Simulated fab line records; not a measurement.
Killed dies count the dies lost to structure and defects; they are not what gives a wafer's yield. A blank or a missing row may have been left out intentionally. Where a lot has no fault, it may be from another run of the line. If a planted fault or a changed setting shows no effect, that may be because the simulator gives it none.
Chamber matching ; flow ritCmos ; 4 sister chambers for RIT_CONTACT_ETCH_11 on rieDiel-01
The step etches SiO2 in CHF3/CF4/Ar, stops on TiSi2, target depth 480 nm, time 320 s. 16 wafers are shown with their chamber, then 8 later ones without.

## EACH WAFER AND ITS CHAMBER
wafer;chamber;drypumpMotorCurrentA (A);throttleValvePct (%);oesProductAu (a.u.)
L700.1;3;6.0;8.90;1.013
L700.3;2;4.8;8.76;0.979
L700.6;3;6.1;8.89;1.024
L701.2;1;5.1;8.93;0.994
L701.3;3;6.0;8.89;1.017
L701.6;0;5.8;8.87;1.010
L703.4;3;6.0;8.89;1.024
L703.5;1;5.1;8.93;1.004
L703.6;0;5.8;8.88;1.009
L707.1;2;4.7;8.77;1.016
L707.2;1;5.1;8.92;1.008
L707.3;0;5.8;8.86;0.999
L710.3;0;5.8;8.87;1.010
L710.4;1;5.1;8.95;1.004
L710.6;3;6.1;8.90;1.024
L716.4;2;4.8;8.76;1.016

SIGNATURES (averages over the wafers above)
reading;chamber 0;chamber 1;chamber 2;chamber 3;scatter within a chamber
drypumpMotorCurrentA;5.800;5.100;4.767;6.040;0.0394
throttleValvePct;8.8700;8.9325;8.7633;8.8940;0.00847
oesProductAu;1.00700;1.00250;1.00367;1.02040;0.01
Rule: a wafer lies at a distance from a chamber equal to the root of the sum of squares, over the readings, of (its reading less the chamber's mean, divided by the reading's scatter). If the next closest chamber is less than 2 further off than the closest, the wafer can't be placed; otherwise it belongs to the closest. The scatter is the square root of a quotient: the sum, over the shown wafers, of each reading's squared deviation from its chamber's mean, divided by wafers minus chambers.

## WAFERS WHOSE CHAMBER IS MISSING
wafer;drypumpMotorCurrentA (A);throttleValvePct (%);oesProductAu (a.u.)
L716.5;6.0;8.89;1.017
L716.6;4.7;8.75;1.022
L719.1;4.8;8.76;1.013
L719.3;5.8;8.88;1.002
L719.6;6.0;8.90;1.023
L721.2;5.1;8.92;1.004
L721.4;6.1;8.90;1.015
L721.5;5.8;8.89;1.008

## WHICH CHAMBER EACH ONE RAN IN
wafer;from the rows above;in truth
L716.5;3;3
L716.6;2;2
L719.1;2;2
L719.3;0;0
L719.6;3;3
L721.2;1;1
L721.4;3;3
L721.5;0;0
8 of 8 placed correctly. Can't be placed from these rows: 0. Placed wrongly: 0.
